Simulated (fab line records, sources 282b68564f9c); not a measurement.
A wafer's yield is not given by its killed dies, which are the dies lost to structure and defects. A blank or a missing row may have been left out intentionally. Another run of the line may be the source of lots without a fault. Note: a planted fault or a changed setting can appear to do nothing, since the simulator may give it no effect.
Problem report in the 8D (eight disciplines) form, filled by code | flow rit-cmos | the parts of the form that need people (team, actions taken, sign-off) are left out

== 1. PROBLEM STATEMENT ==
Wafers free of any fault read 2493 (standard deviation 21) for NLDD_TW at RIT_NLDD_TW_MEAS_10, against a mean of 2359 on 9 wafers of 3 lots. Relative to the usual mean, that is a shift of -6.4 standard deviations.
First observed at day 5 11:59: wafer L371.1, on film-metro-02. The record has a number at this step for 45 wafers belonging to 15 lots. The rule behind "out" and "out of limits": a value lying over 4 standard deviations away from the usual mean. All remaining wafers that have a number are taken as sound.

== 2. WHAT IT IS; WHAT IT IS NOT ==
question                    | is                           | is not
which readings at this step | NLDD_TW                      | -
which lots                  | L371, L372, L373             | L359, L360, L361, L362, L365, L366, L370, L376, L379, L380, L381, L382
which wafers of those lots  | all that have a number       | -
read on which gauges        | film-metro-02, film-metro-03 | film-metro-01
when                        | from day 5 11:59             | up to then (21 sound wafers); but 15 sound wafers of L376, L379, L380, L381, L382 came after

== 3. THE SUSPECTS, EACH WITH WHAT RULES IT OUT ==
Counting: any tool at a process step up to the reading is kept as a suspect provided that every lot that is out went through it and no sound lot did after the first of them.
- the gauge at RIT_NLDD_TW_MEAS_10 has been ruled out. 2 gauges (film-metro-02, film-metro-03) read the wafers that are out.
- implanter-01 at RIT_NLDD_IMPLANT_08: kept. It processed each lot that is out, first L371 at day 5 11:33, and no sound lot thereafter; up to then, the last sound lot it processed was L370 at day 5 08:07. Out on those wafers are its own readings of beam-energy-keV.
The count leaves implanter-01 at RIT_NLDD_IMPLANT_08.

== 4. THE CAUSE (what the simulator had put in) ==
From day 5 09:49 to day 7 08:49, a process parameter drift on implanter-01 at RIT_NLDD_IMPLANT_08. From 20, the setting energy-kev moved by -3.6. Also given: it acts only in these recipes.
Only this tool survived the counting.

== 5. THE EFFECT CHAIN, in route order ==
Rows list readings where the struck wafers' mean (over those with a number) sits beyond 3 standard deviations from the usual. Only readings for which the record gives a usual standard deviation are gone through. hours: the time from each lot's start at the first step in this table that gives one to its start at this step, as a median over the lots. sigmas: the change in usual standard deviations.
hours | step                    | reading         | usual        | on struck wafers | change | sigmas
0     | RIT_NLDD_IMPLANT_08     | beam-energy-keV | 20.000       | 16.402           | -3.598 | -99 or more
0     | RIT_NLDD_TW_MEAS_10     | NLDD_TW         | 2493         | 2359             | -134   | -6.4
9     | RIT_SDANNEAL_RS_MEAS_07 | NLDD_RS         | 151.9 ohm/sq | 155.4            | +3.5   | +6.6
It contains these process steps:
- RIT_NLDD_IMPLANT_08
At these later measuring or inspecting steps, every struck wafer for which the step has a row has a number for every such reading, and none has moved that far: RIT_SPACER_THK_MEAS_04.

== 6. WHAT WOULD HAVE CAUGHT IT SOONER ==
The first out-of-limits reading at a measuring or inspecting step in this record came at day 5 11:59, 2 hours after the fault's start at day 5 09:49.
Tool's own readings at RIT_NLDD_IMPLANT_08, beam-energy-keV: out on all struck wafers the step has rows for; an alarm limit on them would have tripped on the first.
Lots out: 3; of these, L372, L373 started RIT_NLDD_IMPLANT_08 on implanter-01 after day 5 11:59. A hold on the tool at that time would have spared those 2.
